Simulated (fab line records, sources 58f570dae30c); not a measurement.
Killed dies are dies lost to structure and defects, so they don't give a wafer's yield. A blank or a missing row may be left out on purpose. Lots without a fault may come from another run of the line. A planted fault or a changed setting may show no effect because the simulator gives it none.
Split-lot experiment | flow berkeley_cmos170 | 5 lots, 23 wafers read, on a route of 331 steps

THE SPLIT
At UCB170_ZERO_COAT_01 (resist thk 900 nm), the setting spin_rpm was moved away from the recipe's 1500 rpm on 4 of the 23 wafers read, by -1.9% to +5.0%. The other wafers ran this setting at the recipe's value.

The reading is taken at the split's own step.

THE READING
KrF_of_ZERO_COAT_01.thk_nm (the simulator's own value, which no gauge read), in nm, at UCB170_ZERO_COAT_01 (resist thk 900 nm). The file gives no usual value for it. The 19 wafers here that ran the recipe average 898.3 nm, standard deviation 4.5 nm.

wafer  | tool, chamber at the split | spin_rpm as run, rpm | against the recipe | KrF_of_ZERO_COAT_01.thk_nm, nm | against lot-mates on the recipe
L074.2 | litho_track-02, 0          | 1500                 | recipe             | 894.8                          | -
L074.3 | litho_track-02, 0          | 1500                 | recipe             | 897.6                          | -
L074.4 | litho_track-02, 0          | 1500                 | recipe             | 895.6                          | -
L074.5 | litho_track-02, 0          | 1500                 | recipe             | 895.1                          | -
L074.6 | litho_track-02, 0          | 1500                 | recipe             | 896.3                          | -
L076.1 | litho_track-03, 0          | 1500                 | recipe             | 906.6                          | -
L076.2 | litho_track-03, 0          | 1500                 | recipe             | 902.4                          | -
L076.3 | litho_track-03, 0          | 1500                 | recipe             | 905.1                          | -
L076.4 | litho_track-03, 0          | 1472                 | -1.9%              | 912.3                          | +7.6
L076.5 | litho_track-03, 0          | 1472                 | -1.9%              | 907.3                          | +2.6
L078.1 | litho_track-01, 0          | 1500                 | recipe             | 895.3                          | -
L078.3 | litho_track-01, 0          | 1500                 | recipe             | 894.1                          | -
L078.4 | litho_track-01, 0          | 1500                 | recipe             | 895                            | -
L078.5 | litho_track-01, 0          | 1500                 | recipe             | 898.1                          | -
L078.6 | litho_track-01, 0          | 1500                 | recipe             | 893.4                          | -
L079.3 | litho_track-03, 0          | 1500                 | recipe             | 904.1                          | -
L079.4 | litho_track-03, 0          | 1500                 | recipe             | 905.5                          | -
L079.6 | litho_track-03, 0          | 1500                 | recipe             | 904.4                          | -
L084.2 | litho_track-01, 0          | 1575                 | +5.0%              | 870.3                          | -24.5
L084.3 | litho_track-01, 0          | 1500                 | recipe             | 893.9                          | -
L084.4 | litho_track-01, 0          | 1500                 | recipe             | 894.6                          | -
L084.5 | litho_track-01, 0          | 1500                 | recipe             | 896                            | -
L084.6 | litho_track-01, 0          | 1575                 | +5.0%              | 871                            | -23.8

THE FIT
A straight line over all 23 wafers: KrF_of_ZERO_COAT_01.thk_nm changes by -5.62 nm for each +1% of spin_rpm; r = -0.90; the points scatter about the line by 4.4 nm.
The same after taking each lot's own level away (the mean of its wafers on the recipe; 23 wafers): -4.53 nm for each +1%; r = -0.97; scatter 1.8 nm.
On that fit, the largest move of spin_rpm shifts the reading by 23 nm.
The lots' own levels span 894.83 to 904.70 nm, that is 2.2 times the standard deviation above.
So the lot-to-lot level changes the slope: the two fits differ.
Check: with one of the wafers moved furthest among these (+5.0%) left out of the fit, the line predicts -21.9 nm for it against its lot-mates. It came out at -24.5 nm against them.

THE WHOLE CHAIN: every reading that the file lists as answering this split, in the file's order
step                 | what it does      | reading                                                                     | change (the file's fit)              | r (the file's)
UCB170_ZERO_COAT_01  | resist thk 900 nm | KrF_of_ZERO_COAT_01.thk_nm (the simulator's own value, which no gauge read) | -4.59 nm for each +1% of the setting | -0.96
UCB170_ZERO_STRIP_07 | strips in O2      | strip_time_to_endpoint_s                                                    | withheld for each +1% of the setting | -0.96

THE FILE'S OWN FIT
KrF_of_ZERO_COAT_01.thk_nm changes by -4.59 nm for each +1% of spin_rpm, r = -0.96.
